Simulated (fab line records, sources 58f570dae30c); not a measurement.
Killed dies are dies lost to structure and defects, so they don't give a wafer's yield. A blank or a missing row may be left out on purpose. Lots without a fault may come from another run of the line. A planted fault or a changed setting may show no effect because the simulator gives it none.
Which tool did it? | flow berkeley_cmos170 | 15 lots, 45 wafers sampled, at 4 steps of a route of 331

WHAT THE GAUGES READ, wafer by wafer
UCB170_FIELD_THK_MEAS_02.
lot  | measured    | on            | FIELD_OXIDE_THK (nm)
L264 | day 4 05:47 | film_metro-04 | 571 563 567
L265 | day 4 15:47 | film_metro-02 | 578 583 577
L268 | day 5 08:10 | film_metro-01 | 547 554 549
L275 | day 6 21:38 | film_metro-02 | 572 578 584
L276 | day 7 05:40 | film_metro-01 | 545 548 542
L277 | day 7 05:38 | film_metro-04 | 557 550 552
L278 | day 7 11:20 | film_metro-01 | 552 555 547
L280 | day 7 11:20 | film_metro-02 | 556 561 561
L279 | day 7 20:50 | film_metro-04 | 570 578 577
L282 | day 8 12:50 | film_metro-01 | 554 556 553
L284 | day 8 12:49 | film_metro-02 | 543 549 541
L283 | day 8 12:49 | film_metro-04 | 563 567 566
L285 | day 8 12:52 | film_metro-01 | 560 558 562
L287 | day 9 06:14 | film_metro-01 | 575 571 564
L286 | day 9 06:13 | film_metro-02 | 559 566 559

UCB170_NVT_OVL_MEAS_06.
lot  | measured     | on         | NVT_OVL (nm)
L264 | day 5 02:46  | overlay-01 | 7 7 8
L265 | day 5 13:29  | overlay-01 | -3 0 5
L268 | day 6 08:07  | overlay-01 | 4 8 -3
L275 | day 7 22:11  | overlay-02 | - - -
L276 | day 8 02:04  | overlay-02 | - - -
L277 | day 8 01:47  | overlay-01 | - - -
L278 | day 8 13:46  | overlay-02 | -14 -6 -2
L280 | day 8 14:01  | overlay-01 | 8 -1 3
L279 | day 9 02:34  | overlay-02 | 4 0 -7
L282 | day 9 17:41  | overlay-01 | -3 10 4
L284 | day 9 17:25  | overlay-01 | -4 -7 -8
L283 | day 9 17:25  | overlay-02 | -1 2 6
L285 | day 9 17:46  | overlay-02 | 7 4 6
L287 | day 10 06:16 | overlay-01 | 3 -1 5
L286 | day 10 06:19 | overlay-01 | -2 3 -2

WHICH TOOL RAN EACH LOT (tool, then ch and the chambers of the sampled wafers, then the start)
lot  | UCB170_NWELL_STRIP_15               | UCB170_NVT_EXPOSE_03
L264 | plasma_asher-01 ch 0,1, day 2 04:13 | krf_scanner-02 ch 0, day 5 01:47
L265 | plasma_asher-04 ch 0,1, day 2 11:40 | krf_scanner-02 ch 0, day 5 13:06
L268 | plasma_asher-01 ch 0,1, day 3 03:41 | krf_scanner-02 ch 0, day 6 07:25
L275 | plasma_asher-04 ch 0,1, day 4 14:40 | krf_scanner-01, day 7 21:27
L276 | plasma_asher-01 ch 0,1, day 4 14:56 | krf_scanner-01, day 8 01:40
L277 | plasma_asher-01 ch 0,1, day 5 02:47 | krf_scanner-02, day 8 01:23
L278 | plasma_asher-03 ch 0,1, day 5 08:29 | krf_scanner-01 ch 0, day 8 13:25
L280 | plasma_asher-04 ch 0,1, day 5 10:20 | krf_scanner-02 ch 0, day 8 13:38
L279 | plasma_asher-04 ch 0,1, day 5 10:56 | krf_scanner-02 ch 0, day 9 02:10
L282 | plasma_asher-03 ch 0,1, day 6 00:39 | krf_scanner-01 ch 0, day 9 17:07
L284 | plasma_asher-03 ch 0,1, day 6 09:29 | krf_scanner-02 ch 0, day 9 16:50
L283 | plasma_asher-01 ch 0,1, day 6 09:46 | krf_scanner-02 ch 0, day 9 16:43
L285 | plasma_asher-01 ch 0,1, day 6 16:32 | krf_scanner-02 ch 0, day 9 17:22
L287 | plasma_asher-04 ch 0,1, day 6 22:08 | krf_scanner-02 ch 0, day 10 05:42
L286 | plasma_asher-01 ch 0,1, day 6 22:20 | krf_scanner-02 ch 0, day 10 05:48
- UCB170_NWELL_STRIP_15: strips in O2.
- UCB170_NVT_EXPOSE_03: exposes mask PWELL, target cd 3000 nm.

WHAT THE TOOLS THEMSELVES READ (means of the sampled wafers that have a number; where no wafer has one, the mark that the record gives instead)
UCB170_NWELL_STRIP_15.
lot  | tool            | drypump_motor_current_A (A) | oes_product_au (a.u.) | strip_time_to_endpoint_s (s)
L264 | plasma_asher-01 | 5.4                         | 0.723                 | 18.05
L265 | plasma_asher-04 | 5.0                         | 0.723                 | 18.03
L268 | plasma_asher-01 | 5.4                         | 0.717                 | 18.06
L275 | plasma_asher-04 | 5.1                         | 0.717                 | 18.12
L276 | plasma_asher-01 | 5.6                         | 0.723                 | 18.16
L277 | plasma_asher-01 | 5.4                         | 0.718                 | 18.09
L278 | plasma_asher-03 | 6.6                         | 0.722                 | 18.07
L280 | plasma_asher-04 | 5.0                         | 0.722                 | 18.15
L279 | plasma_asher-04 | 5.2                         | 0.725                 | 18.19
L282 | plasma_asher-03 | 6.5                         | 0.720                 | 17.95
L284 | plasma_asher-03 | 6.5                         | 0.719                 | 18.02
L283 | plasma_asher-01 | 5.6                         | 0.723                 | 18.16
L285 | plasma_asher-01 | 5.4                         | 0.720                 | 18.10
L287 | plasma_asher-04 | 5.1                         | 0.722                 | 18.06
L286 | plasma_asher-01 | 5.4                         | 0.720                 | 18.06

UCB170_NVT_EXPOSE_03.
lot  | tool           | exposure_dose_mJ_cm2 | focus_offset_nm (nm) | reticle_temp_C (C) | stage_vel_mm_s (mm/s)
L264 | krf_scanner-02 | 30.002               | 0.7                  | 22.90              | 500.16
L265 | krf_scanner-02 | 29.996               | 0.2                  | 23.01              | 500.19
L268 | krf_scanner-02 | 30.011               | 0.2                  | 22.88              | 499.68
L275 | krf_scanner-01 | -                    | -                    | -                  | -
L276 | krf_scanner-01 | -                    | -                    | -                  | -
L277 | krf_scanner-02 | -                    | -                    | -                  | -
L278 | krf_scanner-01 | 30.011               | 0.5                  | 23.01              | 499.94
L280 | krf_scanner-02 | 29.980               | -0.8                 | 23.03              | 500.23
L279 | krf_scanner-02 | 29.993               | -0.1                 | 23.08              | 500.10
L282 | krf_scanner-01 | 29.992               | 0.8                  | 22.92              | 499.82
L284 | krf_scanner-02 | 30.000               | 0.4                  | 22.99              | 499.89
L283 | krf_scanner-02 | 30.011               | 0.9                  | 23.10              | 500.06
L285 | krf_scanner-02 | 30.031               | 0.4                  | 22.91              | 500.11
L287 | krf_scanner-02 | 30.045               | 0.0                  | 23.01              | 499.71
L286 | krf_scanner-02 | 30.028               | 0.4                  | 22.96              | 500.04

THE ANSWER, worked out from the rows above alone
Rule: what is usual is taken from the lots themselves. Put in order of their means at a reading, lots are off if they are a third of the lots or fewer, leave a main group of 4 or more, and stand apart from it by a gap of 3 or more times the standard deviation of the main group's means; of several such gaps the widest counts. A main group whose means are all the same, to the digits that the tables above print for the reading, isn't used. A lot without any number at a reading at which 4 lots or more have one is off too. The other lots that the step has rows for count as sound. The gauges are gone through in route order, then the tools' own readings, and for those a lot's mean is taken as printed above. The first step at which some lot is off is used, and at that step the reading that is off furthest; a lot without a number counts as furthest.
Off: L275, L276, L277, at UCB170_NVT_OVL_MEAS_06 (NVT_OVL). Without a number there: L275, L276, L277. The main group: mean 1 nm, standard deviation 4.2.
A tool fits if, at a process step before that reading, it ran every lot that is off, and no sound lot after the first of them. The gauges at UCB170_NVT_OVL_MEAS_06 aren't tried: what is off there is off at UCB170_NVT_EXPOSE_03 too, on other tools, and a gauge's error can't cause that. None of those tried fits.

WHAT THE SIMULATOR HAD PUT IN
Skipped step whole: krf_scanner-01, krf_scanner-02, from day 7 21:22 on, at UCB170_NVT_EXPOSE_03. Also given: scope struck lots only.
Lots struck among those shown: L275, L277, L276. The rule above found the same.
